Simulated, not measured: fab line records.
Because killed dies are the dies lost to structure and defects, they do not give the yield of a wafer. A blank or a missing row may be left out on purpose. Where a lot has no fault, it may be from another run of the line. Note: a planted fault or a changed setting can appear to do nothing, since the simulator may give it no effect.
Which of the tools did it?	flow berkeley-cmos170	at 1 step of a route of 331, 7 lots with 21 wafers sampled

## WHAT THE GAUGES SHOWED, per wafer
UCB170_START_BOW_MEAS_00.
lot	measured	on	INCOMING_BOW (um)
L516	day 1 20:00	film-metro-04	2 5 -9
L524	day 3 12:02	film-metro-01	5 -6 -2
L526	day 3 22:00	film-metro-04	-3 2 -8
L529	day 4 13:00	film-metro-04	2 1 -10
L531	day 4 23:01	film-metro-01	1 6 -3
L534	day 5 14:00	film-metro-01	2 2 3
L536	day 6 00:00	film-metro-04	2 -9 2

## WHICH TOOL RAN EACH LOT (tool, then ch and the chambers of the sampled wafers, then the start)
The record shows no process step preceding these readings.

## THE ANSWER, worked out from the rows above alone
Rule: the lots themselves supply what counts as usual. The widest of any qualifying gaps counts: lots, ordered by their means at a reading, are off when they make up no more than a third of the lots, leave a main group of 4 or more, and stand apart from it by 3 or more times the standard deviation of that group's means. A main group is skipped when, at the precision printed for the reading in the tables above, its means are all equal. Also off: a lot with no number at a reading for which 4 or more lots have one. All remaining lots with rows at the step are treated as sound.
No lot is off on any of the readings shown, so nothing can be concluded from this.

## WHAT THE SIMULATOR HAD PUT IN
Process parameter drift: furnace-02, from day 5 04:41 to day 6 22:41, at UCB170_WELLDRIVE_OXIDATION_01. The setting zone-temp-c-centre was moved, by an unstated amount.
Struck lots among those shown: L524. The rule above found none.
